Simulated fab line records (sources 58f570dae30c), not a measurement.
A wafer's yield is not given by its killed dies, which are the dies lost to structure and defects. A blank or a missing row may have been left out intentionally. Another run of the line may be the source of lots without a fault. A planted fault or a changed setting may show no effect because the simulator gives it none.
Matching of chambers | flow berkeleyCmos170 | pecvd-04 running UCB170_V1_CVD_00: 3 sister chambers
The step deposits SiO2 from TEOS/O2, target thk 2000 nm, time 250 s. 3 wafers are shown with their chamber, then 7 later ones without.

WAFERS WITH THEIR CHAMBER
wafer  | chamber | heaterPowerW (W)
L116.3 | 1       | 211
L126.2 | 0       | 335
L126.3 | 2       | 334

WAFERS WITHOUT THEIR CHAMBER
wafer  | heaterPowerW (W)
L126.6 | 281
L127.1 | 298
L127.2 | 332
L127.4 | 212
L125.2 | 363
L125.5 | 278
L125.6 | 300

WHICH CHAMBER EACH WENT THROUGH
wafer  | from the rows above          | in truth
L126.6 | can't be placed: 2 or 0 or 1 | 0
L127.1 | can't be placed: 2 or 0 or 1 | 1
L127.2 | can't be placed: 2 or 0      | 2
L127.4 | 1                            | 1
L125.2 | can't be placed: 0 or 2      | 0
L125.5 | can't be placed: 2 or 0 or 1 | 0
L125.6 | can't be placed: 2 or 0 or 1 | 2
Correctly placed: 1 of 7. Can't be placed from these rows: 6 (the true chamber is among the candidates in 6). Number placed wrongly: 0.
How it was worked out, from the rows above alone: a wafer's distance from a chamber is the root of the sum, over the readings, of the square of ((its reading less the chamber's mean) divided by the reading's scatter). If the next closest chamber is less than 2 further off than the closest, the wafer can't be placed; otherwise it belongs to the closest. A chamber's mean is the mean of its shown wafers. The scatter (one wafer shown for each chamber): square how far every hidden wafer sits from the nearest shown wafer, average those squares and take the square root.
